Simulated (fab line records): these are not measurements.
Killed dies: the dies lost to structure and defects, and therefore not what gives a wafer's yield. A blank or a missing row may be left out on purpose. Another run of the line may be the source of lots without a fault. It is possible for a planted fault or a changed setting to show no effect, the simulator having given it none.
fab line records -- flow rit_cmos
record: lots: 6, wafers: 18, last_day: 7
route steps=202 shown PRETRO@72 GATE@75 FOX2@80
lots untouched by any fault: they come from a run of this same line in which no faults occurred
start_h: hours from the record's opening day to when the first of the lot's shown wafers began -- wait_h: hours elapsed since this lot's preceding step -- " the same as in the row above -- L1.1+2: a single row standing in for several wafers -- - either no value or no given start -- * or withheld: withheld -- < > ~ a bound
route shown NAME@n: a module of which the file shows steps, and the number in the route of the first -- usual: mean/standard deviation of fault-free wafers -- same: alike in all rows -- chamber/n: place in a boat -- sites: each site's reading -- _std_site: the standard deviation of these -- _edge_site: mean of outer sites minus mean of inner sites -- radius_mm: for every site, how far away it sits from the centre of the wafer -- mask NAME#n: copy n -- behind: the most recent tool/chamber to have shaped the wafer -- hold: reason for holding the lot/hours on hold/outcome of the hold -- device: names the non-switching transistor (n, p or np) -- end of line: tests run on the same wafers once the route is complete -- a step given without rows: its recipe and nothing more -- killed: at the first sort, the dies lost to defects and structure; wafer yield is something else -- map: the dies of a wafer, with x for killed, . for not killed, _ for no die there
set.NAME: the setting the step ran with; set.NAME@STEP: the setting that earlier step ran with -- model.NAME: the simulator's own value behind a step, which no gauge read
lots seen at some steps along the route; tables by step, rows by wafer
services: the hour from which a tool's chamber was out of use, counted from the record's first day as start_h (under 0 if before that day), plus the number of hours and why
== steps ==
step: RIT_PRETRO_IMPLANT_08
recipe: species: B, energy_kev: 45, dose_cm2: 1.2e+13, tilt_deg: 7
step: RIT_PRETRO_STRIP_09
recipe: chemistry: O2, time_s: 180, resist: NOVOLAK, platen_temp_c: withheld, power_w: 500, pressure_mtorr: 4000, o2_flow_sccm: 4000
usual: drypump_motor_current_A: 5.6/0.37
lot.wafer,tool,chamber,start_h,wait_h,drypump_motor_current_A,rf_hours_counter_h
L345.1,plasma_asher-02,0,33.93,0.1,5.9,40
L345.3,plasma_asher-02,1,33.93,0.1,5.9,-
L345.5,plasma_asher-02,0,33.93,0.1,5.9,-
L350.1,plasma_asher-01,0,58.03,0.1,4.9,28
L350.4,plasma_asher-01,0,58.03,0.1,4.9,-
L350.6,plasma_asher-01,1,58.03,0.1,6.6,-
L352.1,plasma_asher-02,1,70.25,0.1,5.8,44
L352.4,plasma_asher-02,1,70.25,0.1,5.8,-
L352.5,plasma_asher-02,0,70.25,0.1,5.9,-
L353.4,plasma_asher-03,1,74.79,0.1,5.2,-
L353.5,plasma_asher-03,1,74.79,0.1,5.2,-
L353.6,plasma_asher-03,0,74.79,0.1,5.5,-
L367.2,plasma_asher-03,1,143.75,0.1,5.2,49
L367.4,plasma_asher-03,0,143.75,0.1,5.5,-
L367.5,plasma_asher-03,0,143.75,0.1,5.5,-
L368.2,plasma_asher-03,0,148.31,0.1,5.5,50
L368.3,plasma_asher-03,1,148.31,0.1,5.2,-
L368.4,plasma_asher-03,0,148.31,0.1,5.6,-
step: RIT_PRETRO_TW_MEAS_10
usual: PRETRO_TW: 476.2/2.1
lot.wafer,tool,chamber,start_h,wait_h,PRETRO_TW
L345.1,film_metro-04,-,34.10,0.1,475.9
L345.3,film_metro-04,-,34.10,0.1,477.7
L345.5,film_metro-04,-,34.10,0.1,478.4
L350.1,film_metro-04,-,58.20,0.1,474.5
L350.4,film_metro-04,-,58.20,0.1,476.9
L350.6,film_metro-04,-,58.20,0.1,474.7
L352.1,film_metro-02,-,70.43,0.1,476.6
L352.4,film_metro-02,-,70.43,0.1,477.0
L352.5,film_metro-02,-,70.43,0.1,474.4
L353.4,film_metro-02,-,74.94,0.1,480.9
L353.5,film_metro-02,-,74.94,0.1,478.0
L353.6,film_metro-02,-,74.94,0.1,481.1
L367.2,film_metro-02,-,143.94,0.1,478.8
L367.4,film_metro-02,-,143.94,0.1,481.3
L367.5,film_metro-02,-,143.94,0.1,480.2
L368.2,film_metro-04,-,148.49,0.1,476.7
L368.3,film_metro-04,-,148.49,0.1,475.3
L368.4,film_metro-04,-,148.49,0.1,475.3
step: RIT_GATE_WET_ETCH_00
recipe: chemistry: BOE, target: SiO2, target_depth_nm: 56, time_s: 60, dry: n2_spin, dilution: 10:1, temp_c: 21.5
step: RIT_GATE_CLEAN_01
recipe: chemistry: SC1, mix: 3:3:50, time_s: 600, temp_c: 75
step: RIT_GATE_CLEAN_02
recipe: chemistry: dHF, dilution: 50:1, time_s: 30
step: RIT_GATE_CLEAN_03
recipe: chemistry: SC2, mix: 3:3:50, time_s: 600, temp_c: 75, dry: n2_spin
step: RIT_GATE_CLEAN_04
recipe: chemistry: dHF, dilution: 50:1, time_s: 60, dry: n2_spin
step: RIT_FOX2_THK_MEAS_91
recipe: reads: SiO2_of_FOX2_OXIDATION_00
usual: FIELD_OXIDE_LEFT_2_THK: 254/6.6
lot.wafer,tool,chamber,start_h,wait_h,FIELD_OXIDE_LEFT_2_THK[nm]
L345.1,film_metro-03,-,34.78,0.0,266
L345.3,film_metro-03,-,34.78,0.0,260
L345.5,film_metro-03,-,34.78,0.0,262
L350.1,film_metro-02,-,58.72,0.0,251
L350.4,film_metro-02,-,58.72,0.0,260
L350.6,film_metro-02,-,58.72,0.0,258
L352.1,film_metro-01,-,70.92,0.0,245
L352.4,film_metro-01,-,70.92,0.0,251
L352.5,film_metro-01,-,70.92,0.0,253
L353.4,film_metro-01,-,75.42,0.0,246
L353.5,film_metro-01,-,75.42,0.0,248
L353.6,film_metro-01,-,75.42,0.0,251
L367.2,film_metro-02,-,144.47,0.0,243
L367.4,film_metro-02,-,144.47,0.0,242
L367.5,film_metro-02,-,144.47,0.0,246
L368.2,film_metro-02,-,149.02,0.0,246
L368.3,film_metro-02,-,149.02,0.0,244
L368.4,film_metro-02,-,149.02,0.0,248
step: RIT_GATE_OXIDATION_05
recipe: temp_c: 900, ambient: O2, target_thk_a: 30, ox_time_s: 270
step: RIT_GATE_ANNEAL_06
recipe: temp_c: 900, time_s: 600, ambient: N2O
step: RIT_GATE_THK_MEAS_07
recipe: reads: SiO2_of_GATE_OXIDATION_05
usual: GATE_OXIDE_THK: 3.00/0.061
lot.wafer,tool,chamber,start_h,wait_h,GATE_OXIDE_THK[nm]
L345.1,film_metro-02,-,36.27,0.0,2.93
L345.3,film_metro-02,-,36.27,0.0,3.01
L345.5,film_metro-02,-,36.27,0.0,3.04
L350.1,film_metro-02,-,60.10,0.0,2.97
L350.4,film_metro-02,-,60.10,0.0,3.05
L350.6,film_metro-02,-,60.10,0.0,3.02
L352.1,film_metro-03,-,73.69,0.0,3.03
L352.4,film_metro-03,-,73.69,0.0,2.95
L352.5,film_metro-03,-,73.69,0.0,2.98
L353.4,film_metro-01,-,77.33,0.0,3.08
L353.5,film_metro-01,-,77.33,0.0,3.03
L353.6,film_metro-01,-,77.33,0.0,3.08
L367.2,film_metro-01,-,145.85,0.0,3.06
L367.4,film_metro-01,-,145.85,0.0,3.03
L367.5,film_metro-01,-,145.85,0.0,3.06
L368.2,film_metro-02,-,152.86,0.0,2.96
L368.3,film_metro-02,-,152.86,0.0,2.95
L368.4,film_metro-02,-,152.86,0.0,2.94
step: RIT_GATE_CVD_08
recipe: material: poly-Si, target_thk_nm: 250, temp_c: 610, precursor: SiH4, time_s: 2220, pressure_mtorr: 300, sih4_flow_sccm: 100
usual: pressure_mtorr: 300.1/0.71
lot.wafer,tool,chamber,start_h,wait_h,pressure_mtorr,model.poly-Si_of_GATE_CVD_08.thk_nm
L345.1,lpcvd-01,1,36.33,0.1,299.9,248.1
L345.3,lpcvd-01,1,36.33,0.1,300.3,249.7
L345.5,lpcvd-01,1,36.33,0.1,300.1,249.2
L350.1,lpcvd-01,0,62.94,2.8,450.0,306
L350.4,lpcvd-01,0,62.94,2.8,449.5,306.4
L350.6,lpcvd-01,0,62.94,2.8,449.5,304.3
L352.1,lpcvd-02,1,74.91,1.2,300.2,253.8
L352.4,lpcvd-02,1,74.91,1.2,299.5,252.5
L352.5,lpcvd-02,1,74.91,1.2,300.8,253.8
L353.4,lpcvd-01,0,77.64,0.3,450.3,310.2
L353.5,lpcvd-01,0,77.64,0.3,451.2,307.5
L353.6,lpcvd-01,0,77.64,0.3,450.8,309.8
L367.2,lpcvd-01,1,145.90,0.0,299.2,248.3
L367.4,lpcvd-01,1,145.90,0.0,299.6,246.4
L367.5,lpcvd-01,1,145.90,0.0,300.2,248.2
L368.2,lpcvd-02,0,153.62,0.7,300.1,251.2
L368.3,lpcvd-02,0,153.62,0.7,299.5,254.4
L368.4,lpcvd-02,0,153.62,0.7,300.2,256.1
step: RIT_GATE_THK_MEAS_09
recipe: reads: poly-Si_of_GATE_CVD_08
usual: GATE_POLY_THK: 250.4/2.6
lot.wafer,tool,chamber,start_h,wait_h,hold,GATE_POLY_THK[nm]
L345.1,film_metro-01,-,37.95,0.0,-,248.0
L345.3,film_metro-01,-,37.95,0.0,-,249.6
L345.5,film_metro-01,-,37.95,0.0,-,249.3
L350.1,film_metro-01,-,64.56,0.0,await_dispo/0.2h/release,305.6
L350.4,film_metro-01,-,64.56,0.0,await_dispo/0.2h/release,306.3
L350.6,film_metro-01,-,64.56,0.0,await_dispo/0.2h/release,304.0
L350.1,film_metro-01,-,64.78,0.2,-,305.9
L350.4,film_metro-01,-,64.78,0.2,-,306.5
L350.6,film_metro-01,-,64.78,0.2,-,304.0
L352.1,film_metro-02,-,76.53,0.0,-,253.9
L352.4,film_metro-02,-,76.53,0.0,-,252.4
L352.5,film_metro-02,-,76.53,0.0,-,253.8
L353.4,film_metro-02,-,79.29,0.0,await_dispo/0.2h/release,310.3
L353.5,film_metro-02,-,79.29,0.0,await_dispo/0.2h/release,307.3
L353.6,film_metro-02,-,79.29,0.0,await_dispo/0.2h/release,310.0
L353.4,film_metro-02,-,79.52,0.2,-,310.1
L353.5,film_metro-02,-,79.52,0.2,-,307.6
L353.6,film_metro-02,-,79.52,0.2,-,309.8
L367.2,film_metro-01,-,147.53,0.0,-,248.5
L367.4,film_metro-01,-,147.53,0.0,-,246.6
L367.5,film_metro-01,-,147.53,0.0,-,248.3
L368.2,film_metro-02,-,155.24,0.0,-,251.4
L368.3,film_metro-02,-,155.24,0.0,-,254.2
L368.4,film_metro-02,-,155.24,0.0,-,255.8
step: RIT_GATE_COAT_11
recipe: resist: NOVOLAK, spin_rpm: 4250, resist_thk_nm: 850
step: RIT_GATE_SOFTBAKE_12
recipe: resist: NOVOLAK, temp_c: 90, time_s: 60
step: RIT_GATE_EXPOSE_13
recipe: mask_id: M6, na: 0.6, source_shape: conventional, sigma_outer: 0.6, target_cd_nm: 150, dose_mj: 380
step: RIT_GATE_PEB_14
recipe: resist: NOVOLAK, temp_c: withheld, time_s: withheld
step: RIT_GATE_DEVELOP_15
recipe: resist: NOVOLAK, develop_time_s: 50, dev_temp_c: 23
step: RIT_GATE_CD_MEAS_16
recipe: target_cd_nm: 150
usual: cd_nm: 150.0/2.1
lot.wafer,tool,chamber,start_h,wait_h,cd_nm
L345.1,cd_sem-01,-,38.99,-,149.6
L345.3,cd_sem-01,-,38.99,-,148.1
L345.5,cd_sem-01,-,38.99,-,148.6
L350.1,cd_sem-01,-,69.55,-,150.0
L350.4,cd_sem-01,-,69.55,-,150.9
L350.6,cd_sem-01,-,69.55,-,147.7
L352.1,cd_sem-01,-,77.56,-,147.8
L352.4,cd_sem-01,-,77.56,-,148.9
L352.5,cd_sem-01,-,77.56,-,148.8
L353.4,cd_sem-02,-,83.00,-,150.4
L353.5,cd_sem-02,-,83.00,-,151.0
L353.6,cd_sem-02,-,83.00,-,151.4
L367.2,cd_sem-02,-,148.58,-,147.3
L367.4,cd_sem-02,-,148.58,-,148.8
L367.5,cd_sem-02,-,148.58,-,146.9
L368.2,cd_sem-02,-,156.16,-,144.4
L368.3,cd_sem-02,-,156.16,-,147.7
L368.4,cd_sem-02,-,156.16,-,147.4
step: RIT_GATE_OVL_MEAS_17
usual: GATE_OVL: -0.3/1.2
lot.wafer,tool,chamber,start_h,wait_h,GATE_OVL[nm]
L345.1,overlay-02,-,39.11,0.1,0.2
L345.3,overlay-02,-,39.11,0.1,-0.3
L345.5,overlay-02,-,39.11,0.1,0.1
L350.1,overlay-01,-,69.67,0.1,-0.4
L350.4,overlay-01,-,69.67,0.1,0.3
L350.6,overlay-01,-,69.67,0.1,-1.2
L352.1,overlay-02,-,77.68,0.1,-0.8
L352.4,overlay-02,-,77.68,0.1,0.3
L352.5,overlay-02,-,77.68,0.1,1.0
L353.4,overlay-02,-,83.08,0.1,-1.1
L353.5,overlay-02,-,83.08,0.1,-0.5
L353.6,overlay-02,-,83.08,0.1,0.5
L367.2,overlay-01,-,148.68,0.1,0.4
L367.4,overlay-01,-,148.68,0.1,0.0
L367.5,overlay-01,-,148.68,0.1,0.6
L368.2,overlay-01,-,156.27,0.1,0.3
L368.3,overlay-01,-,156.27,0.1,0.6
L368.4,overlay-01,-,156.27,0.1,0.9
step: RIT_GATE_HARDBAKE_18
recipe: resist: NOVOLAK, temp_c: 140, time_s: 60
step: RIT_GATE_ETCH_19
recipe: chemistry: SF6/CHF3/O2, time_s: 165, SF6_flow_sccm: 30, CHF3_flow_sccm: 30, O2_flow_sccm: 5, target: poly-Si, pressure_mtorr: 40, rf_w: 160, target_depth_a: 3125, over_etch_frac: 0.25, stop_on: SiO2
usual: drypump_motor_current_A: 5.8/0.52, oes_product_au: 0.849/0.01, throttle_valve_pct: 10.29/0.12
lot.wafer,tool,chamber,start_h,wait_h,drypump_motor_current_A,oes_product_au,rf_hours_counter_h,throttle_valve_pct,model.etch.depth_nm,model.GATE.feature_depth_nm
L345.1,rie_si-02,2,39.30,0.1,5.4,0.843,119,10.41,248.1,248.1
L345.3,rie_si-02,1,39.30,0.1,5.6,0.837,11,10.36,249.7,249.7
L345.5,rie_si-02,1,39.30,0.1,5.6,0.835,-,10.37,249.2,249.2
L350.1,rie_si-01,0,69.85,0.1,6.7,0.959,60,10.27,306,306
L350.4,rie_si-01,3,69.85,0.1,6.8,0.986,47,10.07,306.4,306.4
L350.6,rie_si-01,1,69.85,0.1,5.9,0.978,-,10.37,304.3,304.3
L352.1,rie_si-01,0,77.87,0.1,6.7,0.844,60,10.28,253.8,253.8
L352.4,rie_si-01,3,77.87,0.1,6.8,0.865,47,10.07,252.5,252.5
L352.5,rie_si-01,2,77.87,0.1,5.3,0.852,-,10.22,253.8,253.8
L353.4,rie_si-02,0,83.53,0.1,5.7,0.972,-,10.20,300.8,300.8
L353.5,rie_si-02,3,83.53,0.1,5.4,0.978,-,10.44,306,306
L353.6,rie_si-02,1,83.53,0.1,5.6,0.986,-,10.37,309.8,309.8
L367.2,rie_si-02,0,148.86,0.1,5.7,0.868,0,10.20,248.3,248.3
L367.4,rie_si-02,2,148.86,0.1,5.4,0.843,120,10.40,246.4,246.4
L367.5,rie_si-02,3,148.86,0.1,5.4,0.842,-,10.44,248.2,248.2
L368.2,rie_si-01,3,156.45,0.1,6.7,0.859,48,10.07,251.2,251.2
L368.3,rie_si-01,2,156.45,0.1,5.3,0.848,78,10.20,254.4,254.4
L368.4,rie_si-01,3,156.45,0.1,6.7,0.866,-,10.06,256.1,256.1
step: RIT_GATE_STRIP_20
recipe: chemistry: O2, time_s: 180, resist: NOVOLAK, platen_temp_c: withheld, power_w: 500, pressure_mtorr: 4000, o2_flow_sccm: 4000
usual: drypump_motor_current_A: 5.9/0.5
lot.wafer,tool,chamber,start_h,wait_h,drypump_motor_current_A,rf_hours_counter_h
L345.1,plasma_asher-02,0,39.41,0.1,5.8,41
L345.3,plasma_asher-02,0,39.41,0.1,5.8,-
L345.5,plasma_asher-02,0,39.41,0.1,5.9,-
L350.1,plasma_asher-01,0,69.96,0.1,4.9,29
L350.4,plasma_asher-01,1,69.96,0.1,6.6,-
L350.6,plasma_asher-01,0,69.96,0.1,4.9,-
L352.1,plasma_asher-02,1,77.98,0.1,5.9,45
L352.4,plasma_asher-02,0,77.98,0.1,5.9,-
L352.5,plasma_asher-02,1,77.98,0.1,5.9,-
L353.4,plasma_asher-04,1,83.64,0.1,6.3,-
L353.5,plasma_asher-04,0,83.64,0.1,5.7,-
L353.6,plasma_asher-04,1,83.64,0.1,6.3,-
L367.2,plasma_asher-01,1,148.97,0.1,6.6,35
L367.4,plasma_asher-01,0,148.97,0.1,4.9,-
L367.5,plasma_asher-01,0,148.97,0.1,4.9,-
L368.2,plasma_asher-01,0,156.56,0.1,4.9,36
L368.3,plasma_asher-01,0,156.56,0.1,4.9,-
L368.4,plasma_asher-01,1,156.56,0.1,6.6,-
== services ==
tool,chamber,start_h,hours,kind
rie_si-01,-,11.36,0.7,repair
plasma_asher-03,-,19.09,12.5,repair
rie_si-02,3,23.51,1.0,repair
plasma_asher-01,-,29.87,3.1,repair
plasma_asher-03,-,31.62,2.8,pm
plasma_asher-04,-,43.96,1.8,repair
plasma_asher-02,-,46.64,0.4,repair
lpcvd-02,-,49.99,14.6,pm
rie_si-02,2,52.18,14.7,repair
rie_si-01,-,57.58,2.8,pm
rie_si-01,-,67.39,0.2,repair
rie_si-01,3,75.49,2.2,repair
plasma_asher-01,-,78.99,1.2,repair
rie_si-02,2,80.01,10.8,repair
rie_si-02,3,85.26,8.4,repair
plasma_asher-04,-,100.62,2.8,pm
plasma_asher-02,-,103.31,2.4,repair
plasma_asher-04,-,108.75,9.0,pm
plasma_asher-04,0,108.75,9.0,vent_cycle
plasma_asher-04,-,126.64,2.2,repair
rie_si-02,0,128.06,-,clean
rie_si-02,0,128.06,17.9,scheduled_down
rie_si-02,0,128.06,17.9,vent_cycle
rie_si-01,0,150.38,8.6,repair
== key ==
first_sign: step: RIT_GATE_CVD_08, reading: pressure_mtorr, direction: up, sigmas: 99+, usual: 300.1, struck: 450.2
effect: step: RIT_GATE_THK_MEAS_09, reading: visit, direction: added
effect: step: RIT_GATE_THK_MEAS_09, reading: GATE_POLY_THK, direction: up, sigmas: 22, usual: 250.4, struck: 307.3
effect: step: RIT_GATE_ETCH_19, reading: oes_product_au, direction: up, sigmas: 12, usual: 0.849, struck: 0.976
model_effect: step: RIT_GATE_CVD_08, value: poly-Si_of_GATE_CVD_08.thk_nm, without: 251.2, struck: 307.4
model_effect: step: RIT_GATE_ETCH_19, value: etch.depth_nm, without: 251.2, struck: 305.5
met_at RIT_GATE_CVD_08
struck_wafers L350.1,L350.4,L350.6,L353.4,L353.5,L353.6
later_rows_left_out L353.4,L353.5
sort_left_out L350.1,L350.4,L350.6,L353.4,L353.5,L353.6
tester_left_out L350,L353
fault: kind: process_parameter_drift, tool: lpcvd-01, chamber: 0, onset_h: 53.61, steps: RIT_GATE_CVD_08, channel: pressure_mtorr, offset: 150, shape: step, end_h: 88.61, acts_in: these_recipes_only, stated: 300
tester_left_out: of these lots the tester's yield and bins aren't shown, on N5 and GAA mostly nor the transistor test; their killed dies are dies lost to structure and defects alone, not to doping, threshold or leakage, so they don't give the yield
sort_left_out: the simulated sort isn't trusted on such a fault, so these wafers' sort isn't shown, and their yield isn't known
later_rows_left_out: the simulator's readings of these wafers behind a module that went badly wrong aren't trusted and aren't shown, but for the sort
